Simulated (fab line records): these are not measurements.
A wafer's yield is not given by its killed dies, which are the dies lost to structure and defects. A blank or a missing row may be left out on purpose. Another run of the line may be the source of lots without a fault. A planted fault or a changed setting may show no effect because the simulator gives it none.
Which of the tools did it? + flow berkeley_cmos170 + 14 lots with 42 wafers sampled at 2 steps, on a route of 331 steps

WHAT EACH GAUGE READ, for each wafer
UCB170_PWELL_TW_MEAS_17.
| lot  | measured    | on            | PWELL_TW          |
|------|-------------|---------------|-------------------|
| L159 | day 2 21:14 | film_metro-03 | 374.9 375.2 377.5 |
| L160 | day 3 08:51 | film_metro-03 | 373.8 375.8 374.3 |
| L161 | day 3 09:08 | film_metro-04 | 377.5 378.7 379.2 |
| L162 | day 3 18:49 | film_metro-02 | 378.3 375.4 378.3 |
| L163 | day 4 03:00 | film_metro-03 | 375.4 375.5 377.4 |
| L164 | day 4 07:12 | film_metro-04 | 377.8 378.5 378.3 |
| L166 | day 4 14:31 | film_metro-04 | 377.6 378.0 378.1 |
| L167 | day 5 00:40 | film_metro-04 | 374.9 376.8 376.4 |
| L168 | day 5 03:49 | film_metro-04 | 376.7 375.0 374.9 |
| L171 | day 5 08:08 | film_metro-03 | 312.9 314.3 314.8 |
| L173 | day 5 22:01 | film_metro-02 | 379.8 381.1 378.1 |
| L174 | day 6 04:40 | film_metro-02 | 315.8 314.5 315.3 |
| L182 | day 7 15:58 | film_metro-04 | 374.8 374.2 376.5 |
| L181 | day 7 16:12 | film_metro-03 | 375.4 375.9 376.2 |

WHICH TOOL RAN EACH LOT (tool, then ch and the chambers of the sampled wafers, then the start)
| lot  | UCB170_PWELL_IMPLANT_15        |
|------|--------------------------------|
| L159 | implanter-02 ch 0, day 2 20:59 |
| L160 | implanter-04 ch 0, day 3 08:35 |
| L161 | implanter-02 ch 0, day 3 08:53 |
| L162 | implanter-04 ch 0, day 3 18:34 |
| L163 | implanter-02 ch 0, day 4 02:45 |
| L164 | implanter-02 ch 0, day 4 06:57 |
| L166 | implanter-01 ch 0, day 4 14:16 |
| L167 | implanter-04 ch 0, day 5 00:25 |
| L168 | implanter-02 ch 0, day 5 03:34 |
| L171 | implanter-04 ch 0, day 5 07:53 |
| L173 | implanter-02 ch 0, day 5 21:47 |
| L174 | implanter-04 ch 0, day 6 04:25 |
| L182 | implanter-02 ch 0, day 7 15:44 |
| L181 | implanter-01 ch 0, day 7 15:59 |
- UCB170_PWELL_IMPLANT_15

WHAT THE TOOLS THEMSELVES READ (means of the sampled wafers that have a number; where no wafer has one, the mark that the record gives instead)
UCB170_PWELL_IMPLANT_15.
| lot  | tool         | dose_ions_cm2 | faraday_current_uA |
|------|--------------|---------------|--------------------|
| L159 | implanter-02 | 5e+12         | 15.8               |
| L160 | implanter-04 | 5e+12         | 15.9               |
| L161 | implanter-02 | 5e+12         | 16.0               |
| L162 | implanter-04 | 5e+12         | 15.7               |
| L163 | implanter-02 | 5e+12         | 15.6               |
| L164 | implanter-02 | 5e+12         | 15.8               |
| L166 | implanter-01 | 5e+12         | 15.7               |
| L167 | implanter-04 | 5e+12         | 15.8               |
| L168 | implanter-02 | 5e+12         | 15.6               |
| L171 | implanter-04 | 3e+12         | 8.7                |
| L173 | implanter-02 | 5e+12         | 15.8               |
| L174 | implanter-04 | 3e+12         | 8.7                |
| L182 | implanter-02 | 5e+12         | 15.9               |
| L181 | implanter-01 | 5e+12         | 16.1               |

THE ANSWER, worked out from the rows above alone
Rule: what is usual is taken from the lots themselves. Put in order of their means at a reading, lots are off if they are a third of the lots or fewer, leave a main group of 4 or more, and stand apart from it by a gap of 3 or more times the standard deviation of the main group's means; of several such gaps the widest counts. If all means in a main group match to the digits the tables above print for the reading, that group is not used. Also off: a lot with no number at a reading for which 4 or more lots have one. Any other lot the step has rows for is counted as sound. First the gauges in route order, then the tools' own readings, where a lot's mean is used as printed above. At the first step where some lot is off, the reading lying furthest off is the one used; lots without a number count as furthest.
Off: at UCB170_PWELL_TW_MEAS_17 (PWELL_TW), L171, L174. The main group has a mean of 376.7 with a standard deviation of 1.5.
A tool fits if, at a process step before that reading, it ran every lot that is off, and no sound lot after the first of them. Not tried: the gauges at UCB170_PWELL_TW_MEAS_17; whatever is off there is also off at UCB170_PWELL_IMPLANT_15, on other tools, and gauge error can't account for it. One fits: UCB170_PWELL_IMPLANT_15 on implanter-04. Its last sound lot is L167 (day 5 00:25), its first lot that is off L171 (day 5 07:53): a fault that began between those two fits.
The tool's own readings at UCB170_PWELL_IMPLANT_15 bear it out: on the lots that are off they differ by more than 5 times the standard deviation of the sound lots' means. dose_ions_cm2 reads 3e+12 there against 5e+12 on the sound lots; faraday_current_uA reads 8.7 there against 15.8 on the sound lots.

WHAT WAS PUT IN BY THE SIMULATOR
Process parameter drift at UCB170_PWELL_IMPLANT_15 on implanter-04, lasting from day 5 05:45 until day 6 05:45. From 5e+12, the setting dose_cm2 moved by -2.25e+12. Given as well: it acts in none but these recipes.
Shown lots that were struck: L171, L174. Same finding as the rule above.
